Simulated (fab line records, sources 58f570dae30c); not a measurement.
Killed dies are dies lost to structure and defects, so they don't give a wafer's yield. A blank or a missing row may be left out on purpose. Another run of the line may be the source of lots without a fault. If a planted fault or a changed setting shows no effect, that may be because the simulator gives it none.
Split-lot study    flow berkeley_cmos170    route with 331 steps; 5 lots, 23 wafers read

ABOUT THE SPLIT
At UCB170_PSD_IMPLANT_08, the setting dose_cm2 was moved away from the recipe's 3e+15 on 8 of the 23 wafers read, by -5.6% to -2.1%. All remaining wafers had this setting at the recipe value.

FROM THE SPLIT TO THE READING: what the file shows between them, 8 steps
- UCB170_PSD_STRIP_09: strips in O2
- UCB170_NSD_COAT_01: resist thk 900 nm (also split here: resist_thk_nm)
- UCB170_NSD_SOFTBAKE_02: time 60 s
- UCB170_NSD_EXPOSE_03: exposes mask NSELECT MOD, target cd 1200 nm
- UCB170_NSD_IMPLANT_08
- UCB170_NSD_STRIP_09: strips in O2
- UCB170_SDANNEAL_RTA_00: time 10 s (also split here: time_s)
- UCB170_SDANNEAL_RTA_01: time 5 s

THE READING
At UCB170_SDANNEAL_RS_MEAS_02, a four-point-probe measurement gives PSD_RS in ohm/sq. On this fab line, fault-free wafers typically give 75.59 ohm/sq with a standard deviation of 0.2 ohm/sq.

wafer   tool, chamber at the split  dose_cm2 as run  against the recipe  PSD_RS, ohm/sq  against lot-mates on the recipe
L074.1  implanter-02, 0             3e+15            recipe              75.33           -
L074.5  implanter-02, 0             3e+15            recipe              75.57           -
L074.6  implanter-02, 0             3e+15            recipe              75.77           -
L075.1  implanter-04, 0             2.937e+15        -2.1%               76.85           +1.47
L075.2  implanter-04, 0             2.937e+15        -2.1%               76.45           +1.07
L075.4  implanter-04, 0             3e+15            recipe              75.54           -
L075.5  implanter-04, 0             2.937e+15        -2.1%               76.93           +1.55
L075.6  implanter-04, 0             3e+15            recipe              75.22           -
L078.1  implanter-03, 0             3e+15            recipe              75.34           -
L078.2  implanter-03, 0             3e+15            recipe              75.12           -
L078.3  implanter-03, 0             3e+15            recipe              75.57           -
L078.4  implanter-03, 0             3e+15            recipe              75.63           -
L078.6  implanter-03, 0             3e+15            recipe              75.10           -
L080.1  implanter-02, 0             3e+15            recipe              75.52           -
L080.2  implanter-02, 0             2.832e+15        -5.6%               78.81           +3.20
L080.3  implanter-02, 0             3e+15            recipe              75.68           -
L080.5  implanter-02, 0             2.832e+15        -5.6%               78.61           +3.00
L080.6  implanter-02, 0             3e+15            recipe              75.64           -
L085.1  implanter-03, 0             3e+15            recipe              75.66           -
L085.3  implanter-03, 0             2.925e+15        -2.5%               76.85           +1.31
L085.4  implanter-03, 0             3e+15            recipe              75.41           -
L085.5  implanter-03, 0             2.925e+15        -2.5%               76.99           +1.45
L085.6  implanter-03, 0             2.925e+15        -2.5%               76.92           +1.39

FIT RESULTS
A straight line over all 23 wafers: PSD_RS changes by -0.581 ohm/sq for each +1% of dose_cm2; r = -0.98; the points scatter about the line by 0.19 ohm/sq.
The same after taking each lot's own level away (the mean of its wafers on the recipe; 23 wafers): -0.562 ohm/sq for each +1%; r = -0.98; scatter 0.18 ohm/sq.
According to that fit, moving dose_cm2 by its largest amount changes the reading by 3.1 ohm/sq.
From 75.352 to 75.613 ohm/sq: that is the span of the lots' own levels, equal to 1.3 times the standard deviation above.
The two slopes are in agreement: the lot-to-lot level therefore moves the slope only a little.
Check: with one of the wafers moved furthest among these (-5.6%) left out of the fit, the line predicts +3.15 ohm/sq for it against its lot-mates. Against them it came out at +3.2 ohm/sq.

OTHER SPLITS ON THESE WAFERS
These wafers also went through other splits before the reading. Each is held against what the fit with the lots' levels taken away leaves over:
other split on the same wafers    wafers away from the commonest value  r with PSD_RS (lot level and that fit taken away)
UCB170_GATE_EXPOSE_09 dose_mj     11                                    +0.20
UCB170_PLDD_IMPLANT_09 dose_cm2   7                                     -0.03
UCB170_NLDD_IMPLANT_09 dose_cm2   10                                    +0.07
UCB170_NSD_COAT_01 resist_thk_nm  8                                     +0.23
UCB170_SDANNEAL_RTA_00 time_s     7                                     -0.25

THE WHOLE CHAIN: every reading that the file lists as answering this split, in the file's order
step                        what it does                  reading                   change (the file's fit)               r (the file's)
UCB170_PSD_STRIP_09         strips in O2                  strip_time_to_endpoint_s  withheld for each +1% of the setting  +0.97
UCB170_SDANNEAL_RS_MEAS_02  measures by four-point-probe  PSD_RS                    -0.564 for each +1% of the setting    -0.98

FILE'S OWN FIT
PSD_RS changes by -0.564 ohm/sq for each +1% of dose_cm2, r = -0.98.
